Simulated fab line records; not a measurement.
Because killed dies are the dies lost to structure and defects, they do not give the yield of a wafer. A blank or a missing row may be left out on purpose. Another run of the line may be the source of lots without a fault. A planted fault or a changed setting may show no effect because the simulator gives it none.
What tool caused it? | flow berkeley_cmos170 | Sampling: 13 lots, 39 wafers, 5 of 331 route steps

== WHAT THE GAUGES SHOWED, per wafer ==
UCB170_V1_THK_MEAS_01. Usual: V1_TEOS_THK typically reads 1993 nm, with standard deviation 29.
lot  | measured     | on            | V1_TEOS_THK (nm) | flag
L637 | day 7 22:53  | film_metro-03 | 1972 1991 1981   |
L634 | day 7 22:54  | film_metro-02 | 2014 1979 2026   |
L636 | day 7 22:53  | film_metro-01 | 1965 1989 2019   |
L635 | day 8 01:15  | film_metro-01 | 1990 2030 2011   |
L638 | day 8 06:14  | film_metro-01 | 1996 2022 2015   |
L639 | day 8 06:15  | film_metro-03 | 1967 2028 1986   |
L641 | day 9 00:45  | film_metro-02 | 1980 2024 2050   |
L640 | day 9 00:47  | film_metro-01 | 1989 1993 1998   |
L642 | day 9 05:00  | film_metro-03 | 1960 1982 1976   |
L643 | day 9 05:01  | film_metro-01 | 1975 1976 2007   |
L649 | day 10 20:24 | film_metro-02 | 1933 1979 1991   |
L651 | day 11 02:56 | film_metro-03 | 1937 1941 1983   |
L656 | day 12 06:17 | film_metro-01 | 1998 1980 2035   |

UCB170_V2_THK_MEAS_04. Usual: V2_POLISHED_THK typically reads 1000.4 nm, with standard deviation 1.3.
lot  | measured     | on            | V2_POLISHED_THK (nm) | flag
L637 | day 8 04:28  | film_metro-02 | 1000.6 1001.7 1001.2 |
L634 | day 8 04:49  | film_metro-03 | 1003.4 1002.1 1000.4 |
L636 | day 8 05:05  | film_metro-04 | 1001.0 1001.9 999.8  |
L635 | day 8 07:05  | film_metro-04 | 1001.0 1000.3 1000.4 |
L638 | day 8 12:09  | film_metro-03 | 999.7 998.6 999.8    |
L639 | day 8 12:26  | film_metro-04 | 1000.1 1000.2 1001.0 |
L641 | day 9 06:23  | film_metro-02 | 1000.4 999.3 998.1   |
L640 | day 9 06:10  | film_metro-04 | 999.5 1002.9 1001.1  |
L642 | day 9 12:23  | film_metro-03 | 1003.7 1000.5 1000.7 |
L643 | day 9 12:40  | film_metro-04 | 999.6 1001.0 999.6   |
L649 | day 11 06:57 | film_metro-03 | 1001.2 1002.4 999.7  |
L651 | day 11 11:29 | film_metro-04 | 1000.5 1001.2 1001.2 |
L656 | day 12 13:04 | film_metro-04 | 999.2 1000.7 1000.3  |

== TOOL THAT RAN EACH LOT (tool first, then ch and the chambers of the sampled wafers, then the start) ==
lot  | UCB170_SILICIDE_SPUTTER_01   | UCB170_M2_METAL_ETCH_18           | UCB170_M2_STRIP_19
L637 | pvd_sputter-04, day 7 10:10  | rie_metal-01 ch 0,1, day 8 03:25  | plasma_asher-03 ch 0,1, day 8 03:36
L634 | pvd_sputter-03, day 7 11:50  | rie_metal-04 ch 0,1, day 8 03:49  | plasma_asher-01 ch 0,1, day 8 03:58
L636 | pvd_sputter-02, day 7 12:01  | rie_metal-02 ch 0,1, day 8 04:02  | plasma_asher-03 ch 0,1, day 8 04:14
L635 | pvd_sputter-04, day 7 12:13  | rie_metal-01 ch 0,1, day 8 06:05  | plasma_asher-01 ch 0,1, day 8 06:14
L638 | pvd_sputter-02, day 7 16:32  | rie_metal-02 ch 0,1, day 8 11:06  | plasma_asher-03 ch 0,1, day 8 11:17
L639 | pvd_sputter-04, day 7 16:39  | rie_metal-04 ch 0,1, day 8 11:26  | plasma_asher-01 ch 0,1, day 8 11:36
L641 | pvd_sputter-02, day 8 11:43  | rie_metal-04 ch 0,1, day 9 05:20  | plasma_asher-01 ch 0,1, day 9 05:32
L640 | pvd_sputter-04, day 8 12:10  | rie_metal-01 ch 0,1, day 9 05:10  | plasma_asher-04 ch 0,1, day 9 05:19
L642 | pvd_sputter-02, day 8 17:20  | rie_metal-02 ch 0,1, day 9 11:20  | plasma_asher-01 ch 0,1, day 9 11:31
L643 | pvd_sputter-03, day 8 17:41  | rie_metal-04 ch 0,1, day 9 11:37  | plasma_asher-04 ch 0,1, day 9 11:47
L649 | pvd_sputter-03, day 10 07:41 | rie_metal-01 ch 0,1, day 11 05:50 | plasma_asher-01 ch 0,1, day 11 06:01
L651 | pvd_sputter-02, day 10 16:20 | rie_metal-01 ch 0,1, day 11 10:29 | plasma_asher-04 ch 0,1, day 11 10:38
L656 | pvd_sputter-02, day 11 19:20 | rie_metal-02 ch 0,1, day 12 12:01 | plasma_asher-04 ch 0,1, day 12 12:12
- UCB170_SILICIDE_SPUTTER_01: material Ti, target thk 30 nm, time 25 s.
- UCB170_M2_METAL_ETCH_18: etches Al in Cl2/BCl3, stops on SiO2, target depth 1170 nm, time 195 s.
- UCB170_M2_STRIP_19: strips in O2.

== WHAT THE TOOLS THEMSELVES READ (means of the sampled wafers that have a number; where no wafer has one, the mark that the record gives instead) ==
UCB170_SILICIDE_SPUTTER_01. Usual: cathode_dc_power_W 1500.0 W, standard deviation 0.28; throttle_valve_pct 30.5 %, standard deviation 1.
lot  | tool           | cathode_dc_power_W (W) | throttle_valve_pct (%) | flag
L637 | pvd_sputter-04 | 1500.0                 | 30.6                   |
L634 | pvd_sputter-03 | 1499.8                 | 30.7                   |
L636 | pvd_sputter-02 | 1499.9                 | 31.0                   |
L635 | pvd_sputter-04 | 1500.1                 | 30.4                   |
L638 | pvd_sputter-02 | 1499.7                 | 30.6                   |
L639 | pvd_sputter-04 | 1500.0                 | 30.4                   |
L641 | pvd_sputter-02 | 1499.7                 | 30.9                   |
L640 | pvd_sputter-04 | 1499.9                 | 30.6                   |
L642 | pvd_sputter-02 | 1499.9                 | 30.6                   |
L643 | pvd_sputter-03 | 1499.9                 | 30.8                   |
L649 | pvd_sputter-03 | 1500.2                 | 30.1                   |
L651 | pvd_sputter-02 | 1500.0                 | 29.9                   |
L656 | pvd_sputter-02 | 1499.9                 | 31.0                   |

UCB170_M2_METAL_ETCH_18. Usual: bias_w 120.0 W, standard deviation 0.35; drypump_motor_current_A 5.7 A, standard deviation 0.61; oes_product_au 0.862 a.u., standard deviation 0.012; rf_fwd_power_W 598.0 W, standard deviation 2.2; throttle_valve_pct 24.33 %, standard deviation 0.23.
lot  | tool         | bias_w (W) | drypump_motor_current_A (A) | oes_product_au (a.u.) | rf_fwd_power_W (W) | throttle_valve_pct (%) | flag
L637 | rie_metal-01 | 120.0      | 5.6                         | 0.865                 | 598.0              | 24.21                  |
L634 | rie_metal-04 | 119.9      | 5.8                         | 0.866                 | 598.1              | 24.32                  |
L636 | rie_metal-02 | 120.0      | 5.7                         | 0.853                 | 600.5              | 24.30                  |
L635 | rie_metal-01 | 119.8      | 6.2                         | 0.852                 | 597.2              | 24.43                  |
L638 | rie_metal-02 | 120.2      | 5.6                         | 0.871                 | 598.5              | 24.38                  |
L639 | rie_metal-04 | 120.1      | 5.3                         | 0.857                 | 599.4              | 24.39                  |
L641 | rie_metal-04 | 119.7      | 5.3                         | 0.864                 | 597.1              | 24.38                  |
L640 | rie_metal-01 | 120.1      | 5.6                         | 0.861                 | 598.3              | 24.22                  |
L642 | rie_metal-02 | 119.9      | 5.7                         | 0.858                 | 599.4              | 24.28                  |
L643 | rie_metal-04 | 120.3      | 5.3                         | 0.847                 | 597.0              | 24.39                  |
L649 | rie_metal-01 | 120.1      | 5.6                         | 0.883                 | 599.1              | 24.21                  |
L651 | rie_metal-01 | 120.2      | 5.6                         | 0.874                 | 596.1              | 24.21                  |
L656 | rie_metal-02 | 119.9      | 5.7                         | 0.867                 | 597.5              | 24.28                  |

UCB170_M2_STRIP_19. Usual: drypump_motor_current_A 5.9 A, standard deviation 0.56; oes_product_au 0.545 a.u., standard deviation 0.014.
lot  | tool            | drypump_motor_current_A (A) | oes_product_au (a.u.) | flag
L637 | plasma_asher-03 | 5.7                         | 0.553                 |
L634 | plasma_asher-01 | 6.3                         | 0.542                 |
L636 | plasma_asher-03 | 5.6                         | 0.556                 |
L635 | plasma_asher-01 | 6.3                         | 0.544                 |
L638 | plasma_asher-03 | 5.7                         | 0.546                 |
L639 | plasma_asher-01 | 6.3                         | 0.518                 |
L641 | plasma_asher-01 | 6.3                         | 0.524                 |
L640 | plasma_asher-04 | 5.3                         | 0.546                 |
L642 | plasma_asher-01 | 6.3                         | 0.543                 |
L643 | plasma_asher-04 | 5.8                         | 0.523                 |
L649 | plasma_asher-01 | 6.1                         | 0.573                 |
L651 | plasma_asher-04 | 5.3                         | 0.567                 |
L656 | plasma_asher-04 | 5.8                         | 0.554                 |

== THE ANSWER, worked out from the rows above alone ==
Rule: a lot is off if the mean of its wafers that have a number lies more than 3 standard deviations from the usual mean. A lot without any number at a reading at which 4 lots or more have one is off too. Any other lot the step has rows for is counted as sound. The gauges are gone through in route order, then the tools' own readings, and for those a lot's mean is taken as printed above. The first step at which some lot is off is used, and at that step the reading that is off furthest; a lot without a number counts as furthest.
None of the lots is off at any reading shown; this tells nothing.

== WHAT HAD BEEN PUT IN BY THE SIMULATOR ==
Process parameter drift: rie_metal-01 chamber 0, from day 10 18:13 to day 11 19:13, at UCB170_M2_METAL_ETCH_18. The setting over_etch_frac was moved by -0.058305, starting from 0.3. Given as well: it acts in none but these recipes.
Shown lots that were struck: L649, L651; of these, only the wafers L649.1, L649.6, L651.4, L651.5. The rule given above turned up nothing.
